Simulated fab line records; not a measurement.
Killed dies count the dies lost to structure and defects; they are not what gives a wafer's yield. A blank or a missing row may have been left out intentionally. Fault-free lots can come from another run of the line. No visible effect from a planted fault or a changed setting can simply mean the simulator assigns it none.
Check of tool commonality	flow berkeleyCmos170	13 lots, 39 wafers sampled

## REASON FOR OPENING
Of 13 lots, 1 have the reading NWELL_TW flagged at UCB170_NWELL_TW_MEAS_16. Fault-free wafers read 1245, with a standard deviation of 15.
Rule: a lot is flagged in two cases, either no wafer of it has a number, or all its wafers with numbers fall more than 4 standard deviations from that mean. The rest of the lots are taken to be sound.

lot	measured	on	NWELL_TW, wafer by wafer	flag
L393	day 2 01:59	filmMetro-01	1224 1226 1223	
L394	day 2 06:49	filmMetro-04	1260 1268 1267	
L395	day 2 14:16	filmMetro-04	1266 1267 1268	
L400	day 3 14:29	filmMetro-01	1228 1229 1236	
L401	day 3 21:28	filmMetro-01	1231 1227 1235	
L402	day 4 04:35	filmMetro-04	30 30 30	FLAGGED
L403	day 4 08:25	filmMetro-04	1269 1263 1267	
L410	day 5 20:01	filmMetro-04	1266 1274 1277	
L411	day 6 01:51	filmMetro-01	1232 1224 1239	
L412	day 6 05:29	filmMetro-01	1231 1231 1228	
L413	day 6 05:45	filmMetro-03	1247 1255 1253	
L414	day 6 18:58	filmMetro-01	1237 1232 1233	
L415	day 7 02:40	filmMetro-04	1258 1269 1255	
The numbers of the flagged lots are 30 on average: -1215 against the usual, or -81 standard deviations.

## WHICH TOOL EACH LOT WENT THROUGH
The record keeps 1 process step preceding the reading, out of 331 steps on the route. In each cell: the tool, then ch and the chambers that the sampled wafers went through, then the start.
lot	flag	UCB170_NWELL_EXPOSE_09
L393		krfScanner-02 ch 0, day 2 01:12
L394		krfScanner-01 ch 0, day 2 06:03
L395		krfScanner-02 ch 0, day 2 13:29
L400		krfScanner-02 ch 0, day 3 13:44
L401		krfScanner-02 ch 0, day 3 20:41
L402	FLAGGED	krfScanner-01 ch 0, day 4 03:50
L403		krfScanner-01 ch 0, day 4 07:38
L410		krfScanner-01 ch 0, day 5 18:52
L411		krfScanner-01 ch 0, day 6 01:05
L412		krfScanner-01 ch 0, day 6 04:39
L413		krfScanner-01 ch 0, day 6 04:49
L414		krfScanner-01 ch 0, day 6 18:02
L415		krfScanner-01 ch 0, day 7 01:53
What these steps do:
- UCB170_NWELL_EXPOSE_09: exposes mask NWELL, target cd 3000 nm.
- UCB170_NWELL_TW_MEAS_16

## FLAGGED OVER TOTAL, TOOL BY TOOL (the gauges that took the reading come last)
step	tool	lots run	flagged	share of the flagged lots	sound lots run after its first flagged lot
UCB170_NWELL_EXPOSE_09	krfScanner-01	9	1	all	7 (L403,L410,L411,L412,L413,L414,L415)
UCB170_NWELL_EXPOSE_09	krfScanner-02	4	0	none	-
UCB170_NWELL_TW_MEAS_16	filmMetro-01	6	0	none	-
UCB170_NWELL_TW_MEAS_16	filmMetro-03	1	0	none	-
UCB170_NWELL_TW_MEAS_16	filmMetro-04	6	1	all	3 (L403,L410,L415)

## THE TABLE: WHAT IT ALLOWS
In 2 table rows, all flagged lots were run: krfScanner-01 (UCB170_NWELL_EXPOSE_09), filmMetro-04 (UCB170_NWELL_TW_MEAS_16).
- krfScanner-01 at UCB170_NWELL_EXPOSE_09: 1 of its 9 lots flagged. Lots that were sound ran on it after the first flagged one (L403, L410, L411, L412, L413, L414, L415); a persistent fault on the entire tool would not allow that.
- filmMetro-04 at UCB170_NWELL_TW_MEAS_16: 1 of its 6 lots flagged. Lots that were sound ran on it after the first flagged one (L403, L410, L415); a persistent fault on the entire tool would not allow that.
No row of the table ran every flagged lot and no sound lot after the first.

## WHAT HAD BEEN PUT IN BY THE SIMULATOR
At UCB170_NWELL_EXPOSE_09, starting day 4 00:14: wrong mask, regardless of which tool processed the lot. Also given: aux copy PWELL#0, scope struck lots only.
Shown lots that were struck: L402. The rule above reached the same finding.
